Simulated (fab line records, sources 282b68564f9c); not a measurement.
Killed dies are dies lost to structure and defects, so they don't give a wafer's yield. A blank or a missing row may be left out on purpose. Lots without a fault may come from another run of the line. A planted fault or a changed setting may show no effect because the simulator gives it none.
Which tool did it? | flow rit_cmos | 14 lots, 42 wafers sampled, at 3 steps of a route of 202

WHAT THE GAUGES READ, wafer by wafer
RIT_NLDD_TW_MEAS_10. Usual: NLDD_TW 2498, standard deviation 29.
lot  | measured    | on            | NLDD_TW        | flag
L377 | day 3 00:14 | film_metro-01 | 2486 2482 2485 |
L378 | day 3 05:41 | film_metro-02 | 2541 2535 2534 |
L379 | day 3 13:17 | film_metro-02 | 2530 2535 2527 |
L381 | day 3 22:29 | film_metro-01 | 2466 2487 2485 |
L383 | day 4 04:42 | film_metro-03 | 2484 2489 2481 |
L385 | day 4 11:36 | film_metro-01 | 2490 2490 2487 |
L387 | day 4 21:02 | film_metro-01 | 2488 2490 2491 |
L391 | day 5 15:22 | film_metro-02 | 2375 2374 2360 | OFF
L392 | day 5 21:53 | film_metro-03 | 2310 2305 2299 | OFF
L394 | day 6 08:05 | film_metro-02 | 2539 2535 2538 |
L397 | day 6 22:46 | film_metro-02 | 2530 2533 2542 |
L398 | day 7 01:59 | film_metro-02 | 2538 2534 2543 |
L399 | day 7 07:49 | film_metro-03 | 2476 2482 2476 |
L400 | day 7 12:29 | film_metro-01 | 2496 2507 2495 |

RIT_SDANNEAL_RS_MEAS_07: measures by four-point-probe. Usual: NLDD_RS 151.6 ohm/sq, standard deviation 0.53.
lot  | measured    | on            | NLDD_RS (ohm/sq)  | flag
L377 | day 3 08:06 | film_metro-01 | 150.3 150.6 150.6 |
L378 | day 3 13:57 | film_metro-01 | 151.8 151.9 152.3 |
L379 | day 3 21:29 | film_metro-02 | 151.4 151.4 151.5 |
L381 | day 4 07:00 | film_metro-02 | 152.0 151.7 152.1 |
L383 | day 4 12:56 | film_metro-03 | 151.4 151.4 152.0 |
L385 | day 4 19:35 | film_metro-02 | 151.6 152.1 152.1 |
L387 | day 5 04:50 | film_metro-01 | 151.2 151.1 150.8 |
L391 | day 5 22:59 | film_metro-01 | 186.8 187.1 187.1 | OFF
L392 | day 6 06:47 | film_metro-01 | 186.0 185.6 185.0 | OFF
L394 | day 6 15:51 | film_metro-01 | 151.1 151.5 151.3 |
L397 | day 7 06:23 | film_metro-01 | 151.7 151.2 151.4 |
L398 | day 7 09:59 | film_metro-02 | 151.6 151.6 151.6 |
L399 | day 7 15:43 | film_metro-03 | 151.0 151.5 151.6 |
L400 | day 7 20:38 | film_metro-02 | 151.2 150.9 151.5 |

WHICH TOOL RAN EACH LOT (tool, then ch and the chambers of the sampled wafers, then the start)
lot  | RIT_NLDD_IMPLANT_08
L377 | implanter-03 ch 0, day 2 23:55
L378 | implanter-03 ch 0, day 3 05:24
L379 | implanter-02 ch 0, day 3 12:57
L381 | implanter-02 ch 0, day 3 22:09
L383 | implanter-02 ch 0, day 4 04:23
L385 | implanter-03 ch 0, day 4 11:17
L387 | implanter-02 ch 0, day 4 20:44
L391 | implanter-02 ch 0, day 5 15:02
L392 | implanter-02 ch 0, day 5 21:34
L394 | implanter-04 ch 0, day 6 07:48
L397 | implanter-03 ch 0, day 6 22:26
L398 | implanter-03 ch 0, day 7 01:39
L399 | implanter-03 ch 0, day 7 07:31
L400 | implanter-04 ch 0, day 7 12:10
- RIT_NLDD_IMPLANT_08

WHAT THE TOOLS THEMSELVES READ (means of the sampled wafers that have a number; where no wafer has one, the mark that the record gives instead)
RIT_NLDD_IMPLANT_08. Usual: beam_energy_keV 20.000, standard deviation 0.006.
lot  | tool         | beam_energy_keV | flag
L377 | implanter-03 | 20.003          |
L378 | implanter-03 | 19.992          |
L379 | implanter-02 | 19.994          |
L381 | implanter-02 | 20.001          |
L383 | implanter-02 | 20.005          |
L385 | implanter-03 | 19.994          |
L387 | implanter-02 | 19.998          |
L391 | implanter-02 | 20.001          |
L392 | implanter-02 | 19.996          |
L394 | implanter-04 | 20.002          |
L397 | implanter-03 | 20.004          |
L398 | implanter-03 | 20.002          |
L399 | implanter-03 | 19.996          |
L400 | implanter-04 | 20.005          |

THE ANSWER, worked out from the rows above alone
Rule: a lot is off if the mean of its wafers that have a number lies more than 3 standard deviations from the usual mean. A lot without any number at a reading at which 4 lots or more have one is off too. The other lots that the step has rows for count as sound. The gauges are gone through in route order, then the tools' own readings, and for those a lot's mean is taken as printed above. The first step at which some lot is off is used, and at that step the reading that is off furthest; a lot without a number counts as furthest.
Off: L391, L392, at RIT_NLDD_TW_MEAS_10 (NLDD_TW).
A tool fits if, at a process step before that reading, it ran every lot that is off, and no sound lot after the first of them. The gauges at RIT_NLDD_TW_MEAS_10 aren't tried: what is off there is off at RIT_SDANNEAL_RS_MEAS_07 too, on other tools, and a gauge's error can't cause that. One fits: implanter-02 at RIT_NLDD_IMPLANT_08. Its last sound lot is L387 (day 4 20:44), its first lot that is off L391 (day 5 15:02): a fault that began between those two fits.

WHAT THE SIMULATOR HAD PUT IN
Process parameter drift: implanter-02, from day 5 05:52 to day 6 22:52, at RIT_NLDD_IMPLANT_08. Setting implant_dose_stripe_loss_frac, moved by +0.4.
Lots struck among those shown: L391, L392. The rule above found the same.
